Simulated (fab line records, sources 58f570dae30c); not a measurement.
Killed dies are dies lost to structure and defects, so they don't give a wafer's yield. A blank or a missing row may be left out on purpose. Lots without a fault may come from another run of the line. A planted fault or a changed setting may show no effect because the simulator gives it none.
fab line records | flow berkeley_cmos170
record lots=5 wafers=15 last_day=12
route steps=331 shown WELLDRIVE@57 ACTIVE@60 PFIELD@79
lots that met no fault: from a run of the same line without faults
start_h: hours from the record's first day to the start of the lot's first wafer shown | wait_h: hours since the lot's step before | " the same as in the row above | L1.1+2: a row that stands for several wafers | - no value, or no start given | * or withheld: withheld | < > ~ a bound
route shown NAME@n: a module of which the file shows steps, and the number in the route of the first | usual: mean/standard deviation of fault-free wafers | same: alike in all rows | chamber/n: place in a boat | sites: the reading at each site | _std_site: their standard deviation | _edge_site: outer sites' mean less inner sites' | radius_mm: how far each site lies from the wafer's centre | mask NAME#n: copy n | behind: the tool/chamber that last shaped the wafer | hold: why the lot was held/for how many hours/how that ended | device: the transistor (n, p or np) that didn't switch | end of line: the same wafers' tests at the end of the route | a step without rows: its recipe alone | killed: dies lost to structure and defects at the first sort, not the wafer's yield | map: a wafer's dies, x killed, . not, _ none there
set.NAME: the setting as run; set.NAME@STEP: as run at that earlier step | model.NAME: the simulator's own value behind a step, which no gauge read
lots at some steps of the route; a table a step, a row a wafer
services: from which hour (start_h, from the record's first day; less than 0 if before it) a tool's chamber was out of use, for how many hours, and why
## steps
# step UCB170_WELLDRIVE_THK_MEAS_02
# recipe reads=SiO2_of_WELLDRIVE_OXIDATION_01
# usual WELLDRIVE_OXIDE_THK=199/4.9
# columns lot.wafer tool chamber start_h wait_h WELLDRIVE_OXIDE_THK[nm]
L084.2 film_metro-04 - 109.68 0.0 207
L084.4 " - " " 208
L084.6 " - " " 207
L086.1 film_metro-04 - 120.92 0.0 193
L086.4 " - " " 190
L086.5 " - " " 194
L090.1 film_metro-01 - 127.74 0.0 198
L090.3 " - " " 195
L090.5 " - " " 198
L094.2 film_metro-02 - 160.09 0.0 203
L094.3 " - " " 203
L094.6 " - " " 201
L097.1 film_metro-02 - 178.95 0.0 194
L097.3 " - " " 194
L097.6 " - " " 198
# step UCB170_WELLDRIVE_ANNEAL_03
# recipe temp_c=1100 time_s=900 ambient=N2
# usual spike_tc_load_C=1126.3/2
# columns lot.wafer tool chamber start_h wait_h spike_tc_load_C
L084.2 furnace-03 0 110.59 0.9 1128.5
L084.4 " 0 " " 1126.7
L084.6 " 0 " " 1128.0
L086.1 furnace-03 0 120.98 0.1 1126.7
L086.4 " 0 " " 1127.2
L086.5 " 0 " " 1127.5
L090.1 furnace-04 0 130.87 3.1 1124.8
L090.3 " 0 " " 1123.4
L090.5 " 0 " " 1123.8
L094.2 furnace-04 0 162.99 2.9 1126.2
L094.3 " 0 " " 1123.6
L094.6 " 0 " " 1124.2
L097.1 furnace-01 0 181.63 2.7 1127.1
L097.3 " 0 " " 1128.9
L097.6 " 0 " " 1127.5
# step UCB170_WELLDRIVE_WET_ETCH_04
# recipe chemistry=BOE dilution=5:1 target=SiO2 temp_c=25 time_s=120
# columns lot.wafer tool chamber start_h wait_h
L084.2+4+6 wet_bench-02 3 111.93 0.1
L086.1+4+5 wet_bench-01 2 123.11 0.9
L090.1+3+5 wet_bench-01 1 134.46 2.3
L094.2+3+6 wet_bench-01 0 164.24 0.0
L097.1+3+6 wet_bench-02 1 182.90 0.0
# step UCB170_ACTIVE_CLEAN_00
# recipe chemistry=SPM temp_c=120 time_s=600
# columns lot.wafer tool chamber start_h wait_h
L084.2+4+6 wet_bench-02 2 112.14 0.2
L086.1+4+5 wet_bench-01 3 123.51 0.4
L090.1+3+5 wet_bench-01 3 134.90 0.4
L094.2+3+6 wet_bench-02 1 164.29 0.0
L097.1+3+6 wet_bench-02 0 182.97 0.0
# step UCB170_ACTIVE_CLEAN_01
# recipe chemistry=dHF dilution=25:1 time_s=60
# columns lot.wafer tool chamber start_h wait_h
L084.2+4+6 wet_bench-02 1 112.32 0.0
L086.1+4+5 wet_bench-02 2 123.75 0.1
L090.1+3+5 wet_bench-01 3 135.11 0.0
L094.2+3+6 wet_bench-01 0 164.46 0.0
L097.1+3+6 wet_bench-02 0 183.14 0.0
# step UCB170_ACTIVE_OXIDATION_02
# recipe temp_c=1000 ambient=O2 target_thk_a=264 ox_time_s=1260
# usual spike_tc_load_C=1025.4/1.4
# columns lot.wafer tool chamber start_h wait_h spike_tc_load_C
L084.2 furnace-04 0 113.75 1.4 1022.0
L084.4 " 0 " " 1025.0
L084.6 " 0 " " 1024.3
L086.1 furnace-02 0 123.89 0.1 1025.5
L086.4 " 0 " " 1025.1
L086.5 " 0 " " 1025.4
L090.1 furnace-03 0 136.51 1.4 1026.8
L090.3 " 0 " " 1026.0
L090.5 " 0 " " 1025.1
L094.2 furnace-02 0 165.77 1.3 1026.9
L094.3 " 0 " " 1025.6
L094.6 " 0 " " 1024.8
L097.1 furnace-02 0 186.07 2.9 1025.7
L097.3 " 0 " " 1026.6
L097.6 " 0 " " 1027.7
# step UCB170_ACTIVE_THK_MEAS_03
# recipe reads=SiO2_of_ACTIVE_OXIDATION_02
# usual ACTIVE_OXIDE_THK=26.6/0.51
# columns lot.wafer tool chamber start_h wait_h ACTIVE_OXIDE_THK[nm]
L084.2 film_metro-04 - 115.11 0.0 26.4
L084.4 " - " " 26.7
L084.6 " - " " 26.5
L086.1 film_metro-04 - 125.29 0.1 26.6
L086.4 " - " " 26.9
L086.5 " - " " 26.6
L090.1 film_metro-03 - 137.89 0.0 26.2
L090.3 " - " " 26.2
L090.5 " - " " 26.3
L094.2 film_metro-03 - 167.13 0.0 26.8
L094.3 " - " " 26.6
L094.6 " - " " 26.5
L097.1 film_metro-04 - 187.42 0.0 26.9
L097.3 " - " " 27.1
L097.6 " - " " 26.8
# step UCB170_ACTIVE_ANNEAL_04
# recipe temp_c=1000 time_s=900 ambient=N2
# usual spike_tc_load_C=1025.0/1.7
# columns lot.wafer tool chamber start_h wait_h spike_tc_load_C
L084.2 furnace-04 0 116.43 1.3 1023.1
L084.4 " 0 " " 1022.8
L084.6 " 0 " " 1022.3
L086.1 furnace-02 0 126.74 1.4 1027.3
L086.4 " 0 " " 1024.0
L086.5 " 0 " " 1026.5
L090.1 furnace-02 0 143.86 6.0 1026.5
L090.3 " 0 " " 1025.2
L090.5 " 0 " " 1025.1
L094.2 furnace-02 0 169.87 2.7 1025.6
L094.3 " 0 " " 1025.9
L094.6 " 0 " " 1024.3
L097.1 furnace-03 0 192.27 4.8 1025.2
L097.3 " 0 " " 1024.7
L097.6 " 0 " " 1025.3
# step UCB170_ACTIVE_CVD_05
# recipe material=Si3N4 target_thk_nm=220 temp_c=800 precursor=SiH2Cl2/NH3 time_s=3300 pressure_mtorr=200 sih2cl2_flow_sccm=25 nh3_flow_sccm=75
# usual spike_tc_load_C=820.4/3 susceptor_temp_C=800.0/0.35
# columns lot.wafer tool chamber start_h wait_h spike_tc_load_C susceptor_temp_C
L084.2 lpcvd-01 0 117.68 0.0 817.9 799.9
L084.4 " 0 " " 817.1 800.2
L084.6 " 0 " " 817.3 800.0
L086.1 lpcvd-01 0 129.79 1.8 818.7 799.7
L086.4 " 0 " " 816.2 800.2
L086.5 " 0 " " 816.2 800.1
L090.1 lpcvd-01 1 145.11 0.0 819.0 800.4
L090.3 " 1 " " 819.3 800.2
L090.5 " 1 " " 819.1 800.1
L094.2 lpcvd-01 1 171.45 0.3 819.3 800.1
L094.3 " 1 " " 821.1 800.5
L094.6 " 1 " " 820.2 800.4
L097.1 lpcvd-01 1 193.52 0.0 818.5 800.3
L097.3 " 1 " " 819.0 799.2
L097.6 " 1 " " 823.8 800.0
# step UCB170_ACTIVE_THK_MEAS_06
# recipe reads=Si3N4_of_ACTIVE_CVD_05
# usual ACTIVE_NITRIDE_THK=219.5/1.9
# columns lot.wafer tool chamber start_h wait_h ACTIVE_NITRIDE_THK[nm]
L084.2 film_metro-03 - 119.61 0.0 222.0
L084.4 " - " " 220.5
L084.6 " - " " 219.6
L086.1 film_metro-04 - 131.71 0.0 219.8
L086.4 " - " " 219.9
L086.5 " - " " 219.8
L090.1 film_metro-01 - 147.02 0.0 216.2
L090.3 " - " " 217.0
L090.5 " - " " 216.8
L094.2 film_metro-01 - 173.40 0.0 217.3
L094.3 " - " " 219.2
L094.6 " - " " 219.0
L097.1 film_metro-01 - 195.43 0.0 218.0
L097.3 " - " " 221.2
L097.6 " - " " 218.8
# step UCB170_ACTIVE_HMDS_07
# recipe prime_time_s=60 prime_temp_c=100
# usual chill_plate_temp_C=22.99/0.11 resist_line_temp_C=23.00/0.12
# columns lot.wafer tool chamber start_h wait_h chill_plate_temp_C resist_line_temp_C
L084.2 litho_track-04 0 120.19 0.6 23.07 22.96
L084.4 " 0 " " 22.96 23.04
L084.6 " 0 " " 22.96 23.07
L086.1 litho_track-01 0 131.86 0.1 23.29 22.91
L086.4 " 0 " " 23.17 22.95
L086.5 " 0 " " 23.00 22.91
L090.1 litho_track-01 0 147.34 0.3 23.06 22.81
L090.3 " 0 " " 23.03 22.81
L090.5 " 0 " " 23.12 22.85
L094.2 litho_track-03 0 173.47 0.1 23.17 23.06
L094.3 " 0 " " 22.98 22.93
L094.6 " 0 " " 22.95 23.06
L097.1 litho_track-03 0 195.49 0.1 22.96 23.03
L097.3 " 0 " " 23.14 22.97
L097.6 " 0 " " 22.93 22.95
# step UCB170_ACTIVE_COAT_08
# recipe resist=KrF spin_rpm=1500 resist_thk_nm=900
# usual chill_plate_temp_C=22.99/0.12 resist_line_temp_C=23.00/0.11
# columns lot.wafer tool chamber start_h wait_h chill_plate_temp_C resist_line_temp_C
L084.2 litho_track-04 0 120.34 0.1 23.00 22.96
L084.4 " 0 " " 23.05 23.18
L084.6 " 0 " " 23.06 22.94
L086.1 litho_track-01 0 132.01 0.1 23.00 23.07
L086.4 " 0 " " 22.91 22.94
L086.5 " 0 " " 22.87 23.10
L090.1 litho_track-01 0 147.49 0.1 23.10 22.86
L090.3 " 0 " " 23.10 23.00
L090.5 " 0 " " 23.02 23.12
L094.2 litho_track-03 0 173.62 0.1 23.16 23.04
L094.3 " 0 " " 22.87 22.95
L094.6 " 0 " " 22.94 23.08
L097.1 litho_track-03 0 195.64 0.1 23.15 22.88
L097.3 " 0 " " 23.06 23.01
L097.6 " 0 " " 22.92 22.84
# step UCB170_ACTIVE_SOFTBAKE_09
# recipe resist=KrF temp_c=130 time_s=60
# usual chill_plate_temp_C=23.04/0.099 plate_temp_C=130.00/0.14 resist_line_temp_C=23.00/0.11
# columns lot.wafer tool chamber start_h wait_h chill_plate_temp_C plate_temp_C resist_line_temp_C
L084.2 litho_track-04 0 120.49 0.1 23.19 130.09 23.00
L084.4 " 0 " " 23.08 130.04 22.80
L084.6 " 0 " " 23.15 130.10 22.95
L086.1 litho_track-01 0 132.16 0.1 23.16 129.90 23.08
L086.4 " 0 " " 23.15 129.95 22.95
L086.5 " 0 " " 22.95 129.98 22.89
L090.1 litho_track-01 0 147.64 0.1 23.00 129.90 22.86
L090.3 " 0 " " 23.05 130.01 22.96
L090.5 " 0 " " 22.96 130.06 23.01
L094.2 litho_track-03 0 173.77 0.1 23.20 130.03 22.93
L094.3 " 0 " " 22.93 130.00 23.01
L094.6 " 0 " " 22.94 130.14 22.83
L097.1 litho_track-03 0 195.79 0.1 23.02 129.96 22.81
L097.3 " 0 " " 23.09 130.02 22.94
L097.6 " 0 " " 23.13 129.90 23.14
# step UCB170_ACTIVE_EXPOSE_10
# recipe mask_id=ACTIVE target_cd_nm=1200 na=0.5 sigma_outer=0.6 source_shape=conventional dose_mj=20
# usual stage_vel_mm_s=500.05/0.24
# columns lot.wafer tool chamber start_h wait_h mask stage_vel_mm_s
L084.2 krf_scanner-02 0 120.64 0.1 ACTIVE#0 499.96
L084.4 " 0 " " ACTIVE#0 500.04
L084.6 " 0 " " ACTIVE#0 499.73
L086.1 krf_scanner-02 0 132.43 0.2 ACTIVE#0 500.00
L086.4 " 0 " " ACTIVE#0 500.03
L086.5 " 0 " " ACTIVE#0 499.81
L090.1 krf_scanner-01 0 147.91 0.2 ACTIVE#0 500.52
L090.3 " 0 " " ACTIVE#0 500.13
L090.5 " 0 " " ACTIVE#0 500.13
L094.2 krf_scanner-01 0 174.10 0.3 ACTIVE#0 500.15
L094.3 " 0 " " ACTIVE#0 500.00
L094.6 " 0 " " ACTIVE#0 500.01
L097.1 krf_scanner-02 0 195.94 0.1 ACTIVE#0 500.44
L097.3 " 0 " " ACTIVE#0 499.72
L097.6 " 0 " " ACTIVE#0 500.22
# step UCB170_ACTIVE_PEB_11
# recipe peb_temp_c=130 peb_time_s=withheld resist=KrF
# usual chill_plate_temp_C=23.01/0.1 plate_temp_C=130.02/0.14 resist_line_temp_C=23.01/0.11
# columns lot.wafer tool chamber start_h wait_h chill_plate_temp_C plate_temp_C resist_line_temp_C
L084.2 litho_track-03 0 120.85 0.2 23.16 129.80 22.80
L084.4 " 0 " " 23.04 129.94 23.01
L084.6 " 0 " " 23.00 129.88 23.11
L086.1 litho_track-04 0 132.90 0.5 23.02 130.06 22.99
L086.4 " 0 " " 23.07 130.03 23.11
L086.5 " 0 " " 22.97 129.94 23.01
L090.1 litho_track-04 0 148.68 0.7 23.03 129.79 22.94
L090.3 " 0 " " 23.13 129.83 22.87
L090.5 " 0 " " 22.93 129.85 22.86
L094.2 litho_track-04 0 174.23 0.1 22.99 129.86 23.02
L094.3 " 0 " " 22.98 129.79 23.02
L094.6 " 0 " " 22.90 129.87 22.89
L097.1 litho_track-01 0 196.06 0.1 23.09 130.21 22.88
L097.3 " 0 " " 23.21 130.30 22.89
L097.6 " 0 " " 22.98 130.05 22.75
# step UCB170_ACTIVE_DEVELOP_12
# recipe developer=TMAH develop_time_s=45 resist=KrF dev_temp_c=21
# usual chill_plate_temp_C=22.99/0.089 resist_line_temp_C=22.99/0.11
# columns lot.wafer tool chamber start_h wait_h chill_plate_temp_C resist_line_temp_C
L084.2 litho_track-03 0 - - 23.10 22.72
L084.4 " 0 " " 22.94 22.89
L084.6 " 0 " " 23.12 22.98
L086.1 litho_track-04 0 - - 22.96 23.16
L086.4 " 0 " " 22.92 23.13
L086.5 " 0 " " 23.10 23.05
L090.1 litho_track-04 0 - - 22.93 22.87
L090.3 " 0 " " 22.95 22.93
L090.5 " 0 " " 23.02 22.91
L094.2 litho_track-04 0 - - 23.05 23.11
L094.3 " 0 " " 22.80 23.09
L094.6 " 0 " " 22.98 23.20
L097.1 litho_track-01 0 - - 23.15 22.98
L097.3 " 0 " " 23.12 22.98
L097.6 " 0 " " 23.04 23.07
# step UCB170_ACTIVE_CD_MEAS_13
# recipe target_cd_nm=1200
# usual cd_nm=1200.5/1.4
# columns lot.wafer tool chamber start_h wait_h cd_nm
L084.2 cd_sem-01 - 121.12 - 1200.4
L084.4 " - " " 1200.9
L084.6 " - " " 1200.1
L086.1 cd_sem-02 - 133.18 - 1199.3
L086.4 " - " " 1200.5
L086.5 " - " " 1200.2
L090.1 cd_sem-01 - 148.95 - 1202.0
L090.3 " - " " 1199.9
L090.5 " - " " 1199.9
L094.2 cd_sem-02 - 174.50 - 1200.0
L094.3 " - " " 1200.7
L094.6 " - " " 1201.0
L097.1 cd_sem-02 - 196.33 - 1199.6
L097.3 " - " " 1201.1
L097.6 " - " " 1200.4
# step UCB170_ACTIVE_OVL_MEAS_14
# usual ACTIVE_OVL=1/6.3
# columns lot.wafer tool chamber start_h wait_h ACTIVE_OVL[nm]
L084.2 overlay-01 - 121.23 0.1 13
L084.4 " - " " 11
L084.6 " - " " 12
L086.1 overlay-02 - 133.30 0.1 5
L086.4 " - " " 4
L086.5 " - " " 8
L090.1 overlay-02 - 149.07 0.1 -14
L090.3 " - " " 2
L090.5 " - " " 1
L094.2 overlay-02 - 174.60 0.1 3
L094.3 " - " " 6
L094.6 " - " " -1
L097.1 overlay-02 - 196.45 0.1 3
L097.3 " - " " 7
L097.6 " - " " 0
# step UCB170_ACTIVE_ETCH_15
# recipe chemistry=CH3F/Ar/O2 target=Si3N4 stop_on=SiO2 CH3F_flow_sccm=20 Ar_flow_sccm=50 O2_flow_sccm=7 pressure_mtorr=50 rf_w=450 target_depth_a=2420 over_etch_frac=0.1 time_s=151
# usual drypump_motor_current_A=5.7/0.55 oes_product_au=0.937/0.012 throttle_valve_pct=8.07/0.11
# columns lot.wafer tool chamber start_h wait_h drypump_motor_current_A oes_product_au rf_hours_counter_h throttle_valve_pct
L084.2 rie_diel-01 2 121.26 0.0 5.3 0.947 72 7.95
L084.4 " 3 " " 5.2 0.959 13 8.15
L084.6 " 2 " " 5.2 0.936 - 7.94
L086.1 rie_diel-03 2 133.34 0.0 6.3 0.942 49 8.19
L086.4 " 2 " " 6.2 0.938 - 8.20
L086.5 " 3 " " 4.8 0.929 - 7.99
L090.1 rie_diel-03 1 149.11 0.0 5.9 0.906 153 8.22
L090.3 " 3 " " 4.8 0.921 72 7.99
L090.5 " 2 " " 6.3 0.933 - 8.19
L094.2 rie_diel-03 3 174.63 0.0 4.8 0.920 74 7.98
L094.3 " 1 " " 5.9 0.919 154 8.22
L094.6 " 2 " " 6.3 0.943 - 8.20
L097.1 rie_diel-01 2 196.49 0.0 5.3 0.927 75 7.93
L097.3 " 0 " " 5.3 0.926 21 7.94
L097.6 " 3 " " 5.2 0.959 - 8.18
# step UCB170_ACTIVE_STRIP_16
# recipe chemistry=O2 power_w=400 pressure_mtorr=3500 platen_temp_c=withheld o2_flow_sccm=400 overash_fraction=0.5
# usual drypump_motor_current_A=5.6/0.34 oes_product_au=0.721/0.0042 strip_time_to_endpoint_s=18.14/0.082
# columns lot.wafer tool chamber start_h wait_h drypump_motor_current_A oes_product_au rf_hours_counter_h strip_time_to_endpoint_s
L084.2 plasma_asher-03 0 121.36 0.1 5.6 0.719 36 18.01
L084.4 " 1 " " 5.6 0.717 - 18.11
L084.6 " 1 " " 5.6 0.727 - 18.11
L086.1 plasma_asher-04 1 133.44 0.1 6.2 0.715 39 18.19
L086.4 " 0 " " 5.3 0.723 - 18.12
L086.5 " 1 " " 6.2 0.723 - 17.97
L090.1 plasma_asher-04 1 149.21 0.1 6.2 0.717 40 18.13
L090.3 " 1 " " 6.2 0.730 - 18.01
L090.5 " 0 " " 5.3 0.715 - 18.12
L094.2 plasma_asher-03 1 174.73 0.1 5.5 0.727 42 18.21
L094.3 " 0 " " 5.6 0.730 - 18.24
L094.6 " 0 " " 5.6 0.725 - 18.33
L097.1 plasma_asher-03 1 196.59 0.1 5.5 0.721 44 18.17
L097.3 " 1 " " 5.5 0.726 - 18.28
L097.6 " 1 " " 5.5 0.722 - 18.20
# step UCB170_ACTIVE_CD_MEAS_90
# recipe target_cd_nm=1200
# usual cd_nm=1200.5/1.4
# columns lot.wafer tool chamber start_h wait_h cd_nm
L084.2 cd_sem-01 - 121.48 0.1 1200.3
L084.4 " - " " 1200.7
L084.6 " - " " 1200.7
L086.1 cd_sem-01 - 133.54 0.1 1199.0
L086.4 " - " " 1200.1
L086.5 " - " " 1200.4
L090.1 cd_sem-02 - 149.39 0.2 1202.0
L090.3 " - " " 1199.6
L090.5 " - " " 1200.0
L094.2 cd_sem-02 - 174.89 0.1 1199.7
L094.3 " - " " 1200.4
L094.6 " - " " 1200.6
L097.1 cd_sem-01 - 196.69 0.1 1199.8
L097.3 " - " " 1201.1
L097.6 " - " " 1200.4
# step UCB170_ACTIVE_CLEAN_17
# recipe chemistry=SPM temp_c=120 time_s=600
# columns lot.wafer tool chamber start_h wait_h
L084.2+4+6 wet_bench-01 0 122.76 1.3
L086.1+4+5 wet_bench-02 3 134.84 1.3
L090.1+3+5 wet_bench-01 3 151.57 2.2
L094.2+3+6 wet_bench-02 0 177.58 2.7
L097.1+3+6 wet_bench-02 2 196.91 0.2
# step UCB170_PFIELD_HMDS_00
# recipe prime_time_s=60 prime_temp_c=100
# usual chill_plate_temp_C=22.97/0.1 resist_line_temp_C=22.99/0.09
# columns lot.wafer tool chamber start_h wait_h chill_plate_temp_C resist_line_temp_C
L084.2 litho_track-01 0 122.96 0.0 22.84 22.93
L084.4 " 0 " " 22.95 22.85
L084.6 " 0 " " 22.97 22.92
L086.1 litho_track-01 0 135.01 0.0 22.82 22.92
L086.4 " 0 " " 22.85 22.97
L086.5 " 0 " " 22.86 22.93
L090.1 litho_track-01 0 151.92 0.0 23.10 23.01
L090.3 " 0 " " 23.18 22.82
L090.5 " 0 " " 23.18 22.98
L094.2 litho_track-01 0 177.78 0.0 22.90 22.88
L094.3 " 0 " " 23.07 22.91
L094.6 " 0 " " 22.90 22.93
L097.1 litho_track-02 0 197.37 0.3 23.12 23.00
L097.3 " 0 " " 23.12 23.15
L097.6 " 0 " " 23.02 23.01
# step UCB170_PFIELD_COAT_01
# recipe resist=KrF spin_rpm=1500 resist_thk_nm=900
# usual chill_plate_temp_C=23.01/0.1 resist_line_temp_C=22.99/0.12
# columns lot.wafer tool chamber start_h wait_h chill_plate_temp_C resist_line_temp_C
L084.2 litho_track-01 0 123.11 0.1 23.03 23.08
L084.4 " 0 " " 22.94 23.08
L084.6 " 0 " " 23.07 23.16
L086.1 litho_track-01 0 135.16 0.1 23.04 23.01
L086.4 " 0 " " 23.00 23.15
L086.5 " 0 " " 22.88 23.02
L090.1 litho_track-01 0 152.07 0.1 22.86 22.94
L090.3 " 0 " " 23.04 23.02
L090.5 " 0 " " 23.04 22.94
L094.2 litho_track-01 0 177.93 0.1 22.98 22.92
L094.3 " 0 " " 23.04 22.93
L094.6 " 0 " " 22.95 23.08
L097.1 litho_track-02 0 197.52 0.1 23.21 23.07
L097.3 " 0 " " 23.17 22.86
L097.6 " 0 " " 23.12 23.17
# step UCB170_PFIELD_SOFTBAKE_02
# recipe resist=KrF temp_c=130 time_s=60
# usual chill_plate_temp_C=22.98/0.1 plate_temp_C=129.99/0.13 resist_line_temp_C=22.99/0.11
# columns lot.wafer tool chamber start_h wait_h chill_plate_temp_C plate_temp_C resist_line_temp_C
L084.2 litho_track-01 0 123.26 0.1 23.21 129.97 22.85
L084.4 " 0 " " 23.18 130.09 22.89
L084.6 " 0 " " 23.05 129.89 22.86
L086.1 litho_track-01 0 135.31 0.1 22.89 129.57 23.06
L086.4 " 0 " " 22.99 129.92 23.01
L086.5 " 0 " " 23.12 129.93 23.16
L090.1 litho_track-01 0 152.22 0.1 22.92 130.04 23.04
L090.3 " 0 " " 22.94 129.98 23.00
L090.5 " 0 " " 22.91 129.90 23.02
L094.2 litho_track-01 0 178.08 0.1 23.03 129.86 22.98
L094.3 " 0 " " 22.92 130.10 22.86
L094.6 " 0 " " 23.06 130.02 22.84
L097.1 litho_track-02 0 197.67 0.1 22.94 129.95 22.95
L097.3 " 0 " " 23.03 130.26 22.84
L097.6 " 0 " " 22.96 130.21 22.99
# step UCB170_PFIELD_EXPOSE_03
# recipe mask_id=PFIELD na=0.5 sigma_outer=0.6 source_shape=conventional target_cd_nm=1500 dose_mj=30
# usual stage_vel_mm_s=499.98/0.23
# columns lot.wafer tool chamber start_h wait_h mask stage_vel_mm_s
L084.2 krf_scanner-02 0 123.61 0.3 PFIELD#0 499.84
L084.4 " 0 " " PFIELD#0 499.93
L084.6 " 0 " " PFIELD#0 499.94
L086.1 krf_scanner-02 0 135.46 0.1 PFIELD#0 500.36
L086.4 " 0 " " PFIELD#0 500.08
L086.5 " 0 " " PFIELD#0 500.05
L090.1 krf_scanner-02 0 152.49 0.2 PFIELD#0 499.77
L090.3 " 0 " " PFIELD#0 500.25
L090.5 " 0 " " PFIELD#0 500.15
L094.2 krf_scanner-01 0 178.22 0.1 PFIELD#0 499.54
L094.3 " 0 " " PFIELD#0 499.94
L094.6 " 0 " " PFIELD#0 500.30
L097.1 krf_scanner-02 0 197.82 0.1 PFIELD#0 500.16
L097.3 " 0 " " PFIELD#0 500.01
L097.6 " 0 " " PFIELD#0 500.07
# step UCB170_PFIELD_PEB_04
# recipe peb_temp_c=130 peb_time_s=withheld resist=KrF
# usual chill_plate_temp_C=23.01/0.11 plate_temp_C=129.97/0.13 resist_line_temp_C=23.00/0.1
# columns lot.wafer tool chamber start_h wait_h chill_plate_temp_C plate_temp_C resist_line_temp_C
L084.2 litho_track-01 0 124.31 0.7 23.28 129.81 22.71
L084.4 " 0 " " 23.16 129.83 22.98
L084.6 " 0 " " 23.36 129.89 23.02
L086.1 litho_track-01 0 136.19 0.7 22.94 129.94 22.98
L086.4 " 0 " " 23.15 129.89 22.98
L086.5 " 0 " " 22.90 129.97 23.07
L090.1 litho_track-02 0 152.61 0.1 22.88 129.91 23.10
L090.3 " 0 " " 23.15 129.93 23.01
L090.5 " 0 " " 23.07 129.89 23.07
L094.2 litho_track-01 0 178.68 0.4 23.07 130.13 23.02
L094.3 " 0 " " 23.21 129.79 23.00
L094.6 " 0 " " 23.09 130.00 22.98
L097.1 litho_track-02 0 197.94 0.1 23.00 130.20 23.06
L097.3 " 0 " " 23.12 130.05 22.93
L097.6 " 0 " " 23.13 129.99 22.96
## services
# columns tool chamber start_h hours kind
furnace-04 - 95.70 3.1 pm
plasma_asher-04 - 106.57 6.7 repair
rie_diel-03 0 128.71 12.0 repair
krf_scanner-01 - 141.64 1.3 pm
furnace-03 - 142.61 3.7 pm
krf_scanner-02 - 142.94 1.3 pm
krf_scanner-02 - 156.65 1.3 repair
krf_scanner-01 - 158.06 4.0 pm
furnace-01 - 158.16 3.4 pm
rie_diel-03 1 165.41 8.2 repair
rie_diel-03 0 167.75 7.6 repair
krf_scanner-02 - 170.65 0.9 repair
krf_scanner-02 - 173.43 1.0 pm
lpcvd-01 - 174.78 5.2 repair
rie_diel-03 1 175.39 - clean
rie_diel-03 1 175.39 19.2 scheduled_down
rie_diel-03 1 175.39 19.2 vent_cycle
plasma_asher-04 - 188.00 1.8 repair
furnace-01 - 188.73 2.4 pm
## key
fault none
